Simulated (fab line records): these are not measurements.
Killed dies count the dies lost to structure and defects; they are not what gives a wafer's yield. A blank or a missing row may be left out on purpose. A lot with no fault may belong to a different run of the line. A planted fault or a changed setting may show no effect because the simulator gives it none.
Which tool did it? ; flow ritCmos ; 42 wafers from 14 lots sampled at 3 of the route's 202 steps

WHAT THE GAUGES SHOWED, per wafer
RIT_ACTIVE_BOW_MEAS_00. Usual: for INCOMING_BOW the level is 0 um and the standard deviation is 5.6.
lot;measured;on;INCOMING_BOW (um);flag
L453;day 1 10:01;filmMetro-03;-2 13 -4;
L455;day 1 20:01;filmMetro-03;3 3 -1;
L456;day 2 01:00;filmMetro-04;-4 -13 2;
L457;day 2 06:02;filmMetro-02;5 -1 -1;
L458;day 2 11:00;filmMetro-02;-2 7 7;
L459;day 2 16:00;filmMetro-02;-4 -14 2;
L460;day 2 21:00;filmMetro-02;2 0 -2;
L461;day 3 02:00;filmMetro-04;0 -3 -2;
L462;day 3 07:00;filmMetro-03;-2 1 4;
L464;day 3 17:00;filmMetro-02;-9 9 1;
L470;day 4 23:00;filmMetro-02;-2 0 8;
L472;day 5 09:00;filmMetro-03;-5 -12 8;
L473;day 5 14:00;filmMetro-04;-4 -1 2;
L476;day 6 05:01;filmMetro-03;-10 0 2;

RIT_NLDD_OVL_MEAS_06. Usual: for NLDD_OVL the level is -0.8 nm and the standard deviation is 1.4.
lot;measured;on;NLDD_OVL (nm);flag
L453;day 3 04:08;overlay-01;1.1 -0.3 1.2;
L455;day 3 16:38;overlay-02;-5.2 -3.3 -2.7;
L456;day 3 20:43;overlay-01;-1.7 -1.7 -2.1;
L457;day 3 22:44;overlay-02;-1.5 -1.6 -1.9;
L458;day 4 01:07;overlay-01;1.3 -0.6 0.7;
L459;day 4 09:35;overlay-02;0.3 -1.4 -1.9;
L460;day 4 15:39;overlay-02;-0.5 1.1 1.3;
L461;day 4 19:50;overlay-02;1.0 -1.1 1.3;
L462;day 5 00:05;overlay-02;2.2 3.2 1.3;
L464;day 5 10:08;overlay-01;-2.3 -0.5 -1.0;
L470;day 6 11:32;overlay-02;-0.4 -0.2 1.9;
L472;day 6 21:05;overlay-01;-2.3 -1.9 -1.6;
L473;day 7 01:02;overlay-02;-0.9 -1.7 -1.9;
L476;day 7 18:49;overlay-02;-1.5 -0.8 -0.6;

RIT_SDANNEAL_RS_MEAS_05: uses a four-point probe to measure. Usual: for NSD_RS the level is 84.8 ohm/sq and the standard deviation is 0.32.
lot;measured;on;NSD_RS (ohm/sq);flag
L453;day 3 12:29;filmMetro-04;84.5 84.8 84.7;
L455;day 4 01:01;filmMetro-03;85.1 84.9 84.9;
L456;day 4 04:54;filmMetro-04;84.2 84.3 84.2;
L457;day 4 07:08;filmMetro-02;84.8 84.9 84.6;
L458;day 4 09:56;filmMetro-02;84.5 84.5 84.4;
L459;day 4 17:40;filmMetro-03;84.6 84.6 84.3;
L460;day 4 23:50;filmMetro-04;84.7 84.6 84.9;
L461;day 5 03:58;filmMetro-04;85.0 85.1 84.6;
L462;day 5 08:17;filmMetro-02;84.5 84.5 84.9;
L464;day 5 18:25;filmMetro-03;84.7 84.9 84.3;
L470;day 6 20:14;filmMetro-03;85.4 85.4 85.6;
L472;day 7 05:43;filmMetro-04;84.8 85.0 84.8;
L473;day 7 09:27;filmMetro-04;84.7 85.1 84.8;
L476;day 8 04:07;filmMetro-04;84.8 85.0 84.8;

WHAT TOOL EACH LOT RAN ON (gives the tool, then ch and the chambers of the sampled wafers, and finally the start)
The record holds no process step before these readings.

AS READ BY THE TOOLS THEMSELVES (means over the sampled wafers that have a number; for cases with no such wafer, the mark the record gives instead)
The record holds no such reading with a usual standard deviation.

THE ANSWER, worked out from the rows above alone
Rule: lot off if the mean of its wafers having a number is beyond 3 standard deviations from the usual mean. A lot without any number at a reading at which 4 lots or more have one is off too. Any other lot the step has rows for is counted as sound. After the gauges, taken in route order, come the tools' own readings; for these a lot's mean is taken, as printed above. The first step at which some lot is off is used, and at that step the reading that is off furthest; a lot without a number counts as furthest.
No lot is off on any of the readings shown, so nothing can be concluded from this.

WHAT THE SIMULATOR PUT IN
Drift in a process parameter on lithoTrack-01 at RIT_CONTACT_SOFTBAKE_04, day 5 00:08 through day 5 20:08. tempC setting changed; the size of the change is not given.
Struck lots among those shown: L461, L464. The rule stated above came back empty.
